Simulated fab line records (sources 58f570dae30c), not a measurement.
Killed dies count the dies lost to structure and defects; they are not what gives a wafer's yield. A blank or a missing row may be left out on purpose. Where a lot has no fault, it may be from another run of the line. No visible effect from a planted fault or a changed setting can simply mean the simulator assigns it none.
Which of the tools did it?    flow berkeley cmos170    12 lots with 36 wafers sampled at 2 steps, on a route of 331 steps

## WHAT THE GAUGES SHOWED, per wafer
UCB170_SCREENOX_THK_MEAS_02.
lot   measured      on             SCREENOX_OXIDE_THK (nm)
L904  day 5 21:44   film metro-04  14.56 14.48 14.63
L905  day 6 05:29   film metro-01  14.65 14.50 14.42
L906  day 6 05:29   film metro-02  14.27 14.18 14.39
L908  day 7 05:21   film metro-02  14.40 14.58 14.48
L914  day 8 19:14   film metro-04  3.60 3.71 3.69
L915  day 8 19:14   film metro-01  3.94 4.00 3.95
L921  day 10 06:15  film metro-01  14.43 14.50 14.28
L922  day 10 06:16  film metro-04  14.69 14.42 14.77
L924  day 10 23:46  film metro-02  14.40 14.40 14.54
L925  day 10 23:47  film metro-04  14.31 14.16 14.41
L926  day 11 15:27  film metro-01  13.94 13.94 14.04
L927  day 11 15:26  film metro-02  13.91 13.66 13.82

## TOOL THAT RAN EACH LOT (tool first, then ch and the chambers of the sampled wafers, then the start)
lot   UCB170_SCREENOX_OXIDATION_01
L904  furnace-02 ch 0, day 5 20:05
L905  furnace-01 ch 0, day 6 03:49
L906  furnace-01 ch 0, day 6 03:49
L908  furnace-04 ch 0, day 7 03:41
L914  furnace-02 ch 0, day 8 17:35
L915  furnace-02 ch 0, day 8 17:35
L921  furnace-04 ch 0, day 10 04:35
L922  furnace-04 ch 0, day 10 04:35
L924  furnace-04 ch 0, day 10 22:06
L925  furnace-04 ch 0, day 10 22:06
L926  furnace-04 ch 0, day 11 13:46
L927  furnace-04 ch 0, day 11 13:46
- UCB170_SCREENOX_OXIDATION_01: target thk 14.4 nm, ox time 2400 s.

## AS READ BY THE TOOLS THEMSELVES (means over the sampled wafers that have a number; for cases with no such wafer, the mark the record gives instead)
UCB170_SCREENOX_OXIDATION_01.
lot   tool        spike tc centre C (C)  spike tc load C (C)  spike tc source C (C)  tube center temp C (C)  tube_center_temp_C_max  zone power load pct (%)
L904  furnace-02  901.6                  928                  917                    900.01                  902.0                   31
L905  furnace-01  902.7                  923                  928                    899.99                  902.0                   23
L906  furnace-01  903.4                  922                  927                    899.92                  902.6                   23
L908  furnace-04  903.1                  921                  932                    899.91                  902.1                   24
L914  furnace-02  798.6                  822                  812                    796.38                  798.8                   24
L915  furnace-02  798.2                  823                  812                    796.38                  798.6                   24
L921  furnace-04  903.5                  921                  931                    899.93                  902.0                   25
L922  furnace-04  902.8                  921                  932                    900.02                  902.8                   25
L924  furnace-04  902.5                  921                  932                    900.00                  902.3                   24
L925  furnace-04  903.1                  921                  931                    900.00                  902.3                   24
L926  furnace-04  903.8                  920                  932                    900.05                  902.9                   25
L927  furnace-04  903.8                  920                  931                    900.00                  902.2                   24

## THE ANSWER, worked out from the rows above alone
Rule: usual is defined by the lots themselves. The widest of any qualifying gaps counts: lots, ordered by their means at a reading, are off when they make up no more than a third of the lots, leave a main group of 4 or more, and stand apart from it by 3 or more times the standard deviation of that group's means. Not used: any main group whose means are identical at the precision the tables above print for the reading. A lot without any number at a reading at which 4 lots or more have one is off too. All remaining lots with rows at the step are treated as sound. After the gauges, taken in route order, come the tools' own readings; for these a lot's mean is taken, as printed above. The first step at which some lot is off is used, and at that step the reading that is off furthest; a lot without a number counts as furthest.
Off: L914, L915, seen at UCB170_SCREENOX_THK_MEAS_02 (SCREENOX_OXIDE_THK). The main group has a mean of 14.34 nm with a standard deviation of 0.25.
If a tool, at a process step before that reading, ran all the lots that are off and no sound lot after the first of them, it fits. The gauges at UCB170_SCREENOX_THK_MEAS_02 aren't tried: what is off there is off at UCB170_SCREENOX_OXIDATION_01 too, on other tools, and a gauge's error can't cause that. One fits: UCB170_SCREENOX_OXIDATION_01 on furnace-02. A fault onset in the window from L904 (day 5 20:05, its last sound lot) to L914 (day 8 17:35, its first lot off) fits.
The tool's own readings at UCB170_SCREENOX_OXIDATION_01 bear it out: on the lots that are off they differ by more than 5 times the standard deviation of the sound lots' means. spike tc centre C reads 798.4 C there against 903.0 C on the sound lots; spike tc load C reads 822 C there against 922 C on the sound lots; spike tc source C reads 812 C there against 929 C on the sound lots; tube center temp C reads 796.38 C there against 899.98 C on the sound lots; tube_center_temp_C_max reads 798.7 there against 902.3 on the sound lots.

## WHAT THE SIMULATOR PUT IN
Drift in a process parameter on furnace-02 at UCB170_SCREENOX_OXIDATION_01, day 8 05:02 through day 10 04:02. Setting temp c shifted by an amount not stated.
Lots struck among those shown: L914, L915. Same finding as the rule above.
